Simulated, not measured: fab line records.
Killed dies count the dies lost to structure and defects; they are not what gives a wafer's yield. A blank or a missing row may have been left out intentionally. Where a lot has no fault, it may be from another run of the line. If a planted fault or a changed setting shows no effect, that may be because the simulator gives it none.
The tool behind it: which one? -- flow berkeleyCmos170 -- 42 wafers from 14 lots sampled at 5 of the route's 331 steps

== WHAT THE GAUGES SHOWED, per wafer ==
UCB170_FIELD_THK_MEAS_02. Usual: FIELD_OXIDE_THK 554 nm, standard deviation 10.
lot,measured,on,FIELD_OXIDE_THK (nm),flag
L466,day 5 07:51,filmMetro-01,559 565 570,
L467,day 5 07:51,filmMetro-04,550 543 548,
L468,day 5 17:08,filmMetro-04,552 548 550,
L469,day 6 04:29,filmMetro-04,566 572 552,
L471,day 6 04:30,filmMetro-01,569 572 566,
L470,day 6 04:33,filmMetro-04,551 550 544,
L474,day 7 02:17,filmMetro-04,561 570 565,
L473,day 7 02:19,filmMetro-01,562 562 554,
L476,day 7 16:04,filmMetro-03,579 570 568,
L475,day 7 16:05,filmMetro-04,562 553 551,
L477,day 7 16:07,filmMetro-04,547 549 553,
L478,day 8 04:46,filmMetro-04,554 552 549,
L487,day 9 21:52,filmMetro-04,571 571 568,
L488,day 9 21:53,filmMetro-03,543 542 541,

UCB170_NVT_OVL_MEAS_06. Usual: NVT_OVL -1 nm, standard deviation 7.1.
lot,measured,on,NVT_OVL (nm),flag
L466,day 6 07:11,overlay-01,-6 -6 -3,
L467,day 6 07:28,overlay-01,-6 -2 -3,
L468,day 7 02:10,overlay-02,-11 -15 -11,
L469,day 7 14:17,overlay-01,-2 -14 -6,
L471,day 7 14:46,overlay-01,3 -1 -2,
L470,day 7 14:32,overlay-02,9 0 11,
L474,day 8 06:32,overlay-01,-3 -9 -6,
L473,day 8 07:14,overlay-01,0 2 -3,
L476,day 8 16:02,overlay-02,11 10 11,
L475,day 8 15:46,overlay-01,-3 2 4,
L477,day 8 16:18,overlay-02,4 8 3,
L478,day 9 08:14,overlay-01,5 -4 -1,
L487,day 11 04:17,overlay-02,7 2 3,
L488,day 11 03:35,overlay-02,-1 2 -7,

UCB170_NVT_TW_MEAS_09. Usual: NVT_TW 522, standard deviation 5.6.
lot,measured,on,NVT_TW,flag
L466,day 6 07:29,filmMetro-02,520 518 519,
L467,day 6 07:46,filmMetro-04,529 526 529,
L468,day 7 02:27,filmMetro-02,524 522 523,
L469,day 7 14:34,filmMetro-03,520 520 521,
L471,day 7 15:04,filmMetro-04,531 532 532,
L470,day 7 14:49,filmMetro-03,519 521 520,
L474,day 8 06:49,filmMetro-02,514 519 516,
L473,day 8 07:32,filmMetro-02,520 518 515,
L476,day 8 16:19,filmMetro-04,528 528 529,
L475,day 8 16:05,filmMetro-04,524 522 524,
L477,day 8 16:35,filmMetro-04,527 526 526,
L478,day 9 08:31,filmMetro-04,529 529 527,
L487,day 11 04:35,filmMetro-04,533 531 529,
L488,day 11 03:52,filmMetro-02,519 518 519,

UCB170_GATE_THK_MEAS_05. Usual: GATE_POLY_THK 214.8 nm, standard deviation 1.5.
lot,measured,on,GATE_POLY_THK (nm),flag
L466,day 7 07:08,filmMetro-02,214.2 213.4 212.8,
L467,day 7 07:09,filmMetro-01,217.2 214.9 215.8,
L468,day 7 20:35,filmMetro-04,214.3 212.9 213.4,
L469,day 8 06:55,filmMetro-02,215.6 213.4 215.4,
L471,day 8 06:59,filmMetro-04,214.7 214.9 215.9,
L470,day 8 06:55,filmMetro-04,215.5 214.4 216.5,
L474,day 8 21:34,filmMetro-01,218.8 218.1 218.4,
L473,day 8 21:35,filmMetro-04,213.7 216.7 214.9,
L476,day 9 07:23,filmMetro-01,213.5 214.9 212.0,
L475,day 9 07:24,filmMetro-04,214.4 215.0 213.4,
L477,day 9 07:23,filmMetro-02,214.2 214.4 212.6,
L478,day 9 21:30,filmMetro-04,214.9 216.2 214.3,
L487,day 11 18:19,filmMetro-04,174.0 173.1 173.6 173.9 173.1 173.7,OFF
L488,day 11 18:21,filmMetro-01,173.1 173.5 173.8 173.1 173.5 173.8,OFF

== WHICH TOOL RAN EACH LOT (tool, then ch and the chambers of the sampled wafers, then the start) ==
lot,UCB170_GATE_CVD_04
L466,"lpcvd-02 ch 0, day 7 05:02"
L467,"lpcvd-02 ch 0, day 7 05:02"
L468,"lpcvd-02 ch 1, day 7 19:11"
L469,"lpcvd-02 ch 0, day 8 05:31"
L471,"lpcvd-02 ch 1, day 8 05:31"
L470,"lpcvd-02 ch 0, day 8 05:31"
L474,"lpcvd-02 ch 1, day 8 20:10"
L473,"lpcvd-02 ch 0, day 8 20:10"
L476,"lpcvd-01 ch 1, day 9 05:58"
L475,"lpcvd-01 ch 0, day 9 05:58"
L477,"lpcvd-01 ch 1, day 9 05:58"
L478,"lpcvd-01 ch 0, day 9 20:04"
L487,"lpcvd-01 ch 1, day 11 16:55"
L488,"lpcvd-01 ch 1, day 11 16:55"
- UCB170_GATE_CVD_04: deposits poly-Si from SiH4, time 1440 s, target thk 214 nm.

== WHAT THE TOOLS THEMSELVES READ (means of the sampled wafers that have a number; where no wafer has one, the mark that the record gives instead) ==
UCB170_GATE_CVD_04. Usual: sih4FlowSccm 120.0 sccm, standard deviation 0.36; zonePowerCentrePct 30.0 %, standard deviation 2.8; zonePowerSourcePct 12.6 %, standard deviation 0.86.
lot,tool,sih4FlowSccm (sccm),zonePowerCentrePct (%),zonePowerSourcePct (%),flag
L466,lpcvd-02,119.6,33.2,12.0,
L467,lpcvd-02,119.7,33.1,12.1,
L468,lpcvd-02,119.7,27.3,13.2,
L469,lpcvd-02,119.8,33.2,12.1,
L471,lpcvd-02,121.0,28.0,13.2,
L470,lpcvd-02,119.9,33.2,12.2,
L474,lpcvd-02,120.0,27.6,13.1,
L473,lpcvd-02,120.1,33.3,12.0,
L476,lpcvd-01,119.7,29.1,14.2,
L475,lpcvd-01,119.5,26.8,11.7,
L477,lpcvd-01,120.0,29.0,14.0,
L478,lpcvd-01,119.7,27.1,11.6,
L487,lpcvd-01,96.2,29.3,14.1,OFF
L488,lpcvd-01,95.9,29.2,14.1,OFF

== THE ANSWER, worked out from the rows above alone ==
Rule: lot off if the mean of its wafers having a number is beyond 3 standard deviations from the usual mean. Also off: a lot with no number at a reading for which 4 or more lots have one. Any other lot the step has rows for is counted as sound. The gauges are gone through in route order, then the tools' own readings, and for those a lot's mean is taken as printed above. At the first step where some lot is off, the reading lying furthest off is the one used; lots without a number count as furthest.
Off: L487, L488, at UCB170_GATE_THK_MEAS_05 (GATE_POLY_THK).
If a tool, at a process step before that reading, ran all the lots that are off and no sound lot after the first of them, it fits. Not tried: the gauges at UCB170_GATE_THK_MEAS_05; whatever is off there is also off at UCB170_GATE_CVD_04, on other tools, and gauge error can't account for it. One fits: lpcvd-01 at UCB170_GATE_CVD_04. Its last sound lot is L478 (day 9 20:04), its first lot that is off L487 (day 11 16:55): a fault that began between those two fits.
The tool's own readings at UCB170_GATE_CVD_04 bear it out: on the lots that are off they differ by more than 5 times the standard deviation of the sound lots' means. sih4FlowSccm reads 96.1 sccm there against 119.9 sccm on the sound lots.

== WHAT THE SIMULATOR HAD PUT IN ==
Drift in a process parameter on lpcvd-01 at UCB170_GATE_CVD_04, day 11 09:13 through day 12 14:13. The setting sih4FlowSccm was moved by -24, starting from 120. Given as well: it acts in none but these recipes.
Lots struck among those shown: L487, L488. The rule given above showed the same thing.
